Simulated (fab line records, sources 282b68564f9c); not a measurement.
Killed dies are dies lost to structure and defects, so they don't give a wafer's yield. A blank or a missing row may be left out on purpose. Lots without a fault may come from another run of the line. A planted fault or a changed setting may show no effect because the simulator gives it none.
One fault seen from 2 desks | flow rit_cmos | each desk has only its own numbers; what lay behind them comes last

THE TOOL OWNER'S DESK: rie_metal-01
The tool's own readings at RIT_M1_METAL_ETCH_12 (etches Al in Cl2/BCl3, stops on SiO2, time 165 s, target depth 600 nm): means of the sampled wafers that have a number, for each lot that ran on this tool. A lot is out of limits, marked OUT, if its mean lies more than 4 standard deviations from the usual mean; the brackets give that distance.
Columns: A = bcl3_flow_sccm at RIT_M1_METAL_ETCH_12, usual 50.00 sccm; B = drypump_motor_current_A at RIT_M1_METAL_ETCH_12, usual 5.53 A; C = oes_product_au at RIT_M1_METAL_ETCH_12, usual 0.781 a.u.; D = rf_fwd_power_W at RIT_M1_METAL_ETCH_12, usual 249.0 W; E = throttle_valve_pct at RIT_M1_METAL_ETCH_12, usual 8.23 %
lot  | first seen here | A     | B    | C     | D               | E
L991 | day 3 21:26     | 50.08 | 5.67 | 0.775 | 249.5           | 8.24
L997 | day 5 06:28     | 49.90 | 5.79 | 0.780 | 249.1           | 8.18
L100 | day 5 19:46     | 49.96 | 5.83 | 0.788 | 248.6           | 8.18
L103 | day 6 09:41     | 50.10 | 5.78 | 0.771 | 248.6           | 8.19
L108 | day 7 10:25     | 50.03 | 5.68 | 0.774 | 218.3 (-41) OUT | 8.24
L111 | day 7 18:38     | 49.93 | 5.67 | 0.767 | 219.3 (-40) OUT | 8.25
This desk's finding: out of limits on L108, L111; first on L108, day 7 10:25 (rf_fwd_power_W at RIT_M1_METAL_ETCH_12). In limits: L991, L997, L100, L103.

THE METROLOGY DESK
What the gauges read, lot by lot, whatever tool the lot ran on: means of the sampled wafers that have a number. A lot is out of limits, marked OUT, if its mean lies more than 4 standard deviations from the usual mean; the brackets give that distance.
Columns: A = NSD_RS at RIT_SDANNEAL_RS_MEAS_05, usual 84.7 ohm/sq; B = cd_nm at RIT_CONTACT_CD_MEAS_90, usual 1000.1 nm; C = M1_AL_THK at RIT_M1_THK_MEAS_02, usual 402 nm; D = cd_nm at RIT_M1_CD_MEAS_90, usual 2599.3 nm
lot  | first seen here | A    | B      | C   | D
L990 | day 3 10:02     | 84.5 | 1005.6 | 404 | 2598.8
L991 | day 3 16:12     | 84.6 | 999.9  | 406 | 2596.9
L992 | day 3 22:09     | 84.6 | 998.3  | 403 | 2605.0
L993 | day 4 03:32     | 84.7 | 998.3  | 405 | 2599.4
L995 | day 4 18:43     | 85.1 | 997.5  | 393 | 2596.5
L996 | day 4 21:34     | 84.7 | 999.8  | 405 | 2595.7
L997 | day 5 01:29     | 84.6 | 997.9  | 403 | 2600.3
L100 | day 5 14:40     | 84.6 | 998.5  | 402 | 2600.9
L102 | day 6 00:32     | 85.1 | 1001.8 | 405 | 2594.4
L103 | day 6 04:49     | 85.3 | 997.3  | 400 | 2596.9
L108 | day 7 05:22     | 84.3 | 999.0  | 404 | 2604.0
L109 | day 7 06:45     | 84.5 | 1000.2 | 401 | 2597.9
L111 | day 7 13:23     | 84.5 | 998.8  | 396 | 2607.8
L112 | day 7 22:24     | 85.2 | 1000.8 | 400 | 2598.9
This desk's finding: nothing out of limits on any of the 14 lots.

PUT TOGETHER
The tool owner's desk could have raised an alarm at day 7 10:25, on L108, L111.
The metrology desk saw nothing out of limits.
The metrology desk has L108, L111 on record, within its limits.
Of the lots named, all ran RIT_M1_METAL_ETCH_12 on rie_metal-01.

WHAT THE SIMULATOR HAD PUT IN
Process parameter drift: rie_metal-01, from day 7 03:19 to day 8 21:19, at RIT_M1_METAL_ETCH_12. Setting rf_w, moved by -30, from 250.
Lots struck among those shown: L108, L111.
Hours from the fault's start to each desk's first reading out of limits: the tool owner's desk, 7.
